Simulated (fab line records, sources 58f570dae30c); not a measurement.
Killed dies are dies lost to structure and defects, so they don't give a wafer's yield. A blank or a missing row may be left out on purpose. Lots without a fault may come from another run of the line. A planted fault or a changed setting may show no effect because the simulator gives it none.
Which tool did it? | flow berkeley_cmos170 | 7 lots, 21 wafers sampled, at 3 steps of a route of 331

WHAT THE GAUGES READ, wafer by wafer
UCB170_NLDD_TW_MEAS_11.
lot  | measured     | on            | NLDD_TW
L572 | day 7 21:44  | film_metro-01 | 2183 2191 2178
L570 | day 7 22:56  | film_metro-04 | 2250 2251 2242
L578 | day 9 03:55  | film_metro-04 | 2336 2339 2342 2345 2330 2333
L584 | day 9 18:37  | film_metro-01 | 2207 2192 2201
L585 | day 11 01:58 | film_metro-03 | 2220 2209 2217
L589 | day 11 01:51 | film_metro-01 | 2187 2184 2189
L592 | day 11 16:30 | film_metro-03 | 2220 2222 2226

WHICH TOOL RAN EACH LOT (tool, then ch and the chambers of the sampled wafers, then the start)
lot  | UCB170_NLDD_IMPLANT_09          | UCB170_NLDD_STRIP_10
L572 | implanter-04 ch 0, day 7 21:29  | plasma_asher-01 ch 0,1, day 7 21:37
L570 | implanter-03 ch 0, day 7 22:42  | plasma_asher-01 ch 0,1, day 7 22:49
L578 | implanter-03 ch 0, day 9 03:40  | plasma_asher-01 ch 0, day 9 03:49
L584 | implanter-04 ch 0, day 9 18:22  | plasma_asher-01 ch 0,1, day 9 18:31
L585 | implanter-02 ch 0, day 11 01:44 | plasma_asher-03 ch 0,1, day 11 01:52
L589 | implanter-04 ch 0, day 11 01:36 | plasma_asher-04 ch 0,1, day 11 01:45
L592 | implanter-04 ch 0, day 11 16:16 | plasma_asher-01 ch 0,1, day 11 16:23
- UCB170_NLDD_IMPLANT_09
- UCB170_NLDD_STRIP_10: strips in O2.

THE ANSWER, worked out from the rows above alone
Rule: what is usual is taken from the lots themselves. Put in order of their means at a reading, lots are off if they are a third of the lots or fewer, leave a main group of 4 or more, and stand apart from it by a gap of 3 or more times the standard deviation of the main group's means; of several such gaps the widest counts. A main group whose means are all the same, to the digits that the tables above print for the reading, isn't used. A lot without any number at a reading at which 4 lots or more have one is off too. The other lots that the step has rows for count as sound.
Off: L578, at UCB170_NLDD_TW_MEAS_11 (NLDD_TW). The main group: mean 2209, standard deviation 22.
A tool fits if, at a process step before that reading, it ran every lot that is off, and no sound lot after the first of them. The gauges at UCB170_NLDD_TW_MEAS_11 are tried like those tools. Can't be told from this: 2 tools fit, implanter-03 at UCB170_NLDD_IMPLANT_09, film_metro-04 at UCB170_NLDD_TW_MEAS_11.

WHAT THE SIMULATOR HAD PUT IN
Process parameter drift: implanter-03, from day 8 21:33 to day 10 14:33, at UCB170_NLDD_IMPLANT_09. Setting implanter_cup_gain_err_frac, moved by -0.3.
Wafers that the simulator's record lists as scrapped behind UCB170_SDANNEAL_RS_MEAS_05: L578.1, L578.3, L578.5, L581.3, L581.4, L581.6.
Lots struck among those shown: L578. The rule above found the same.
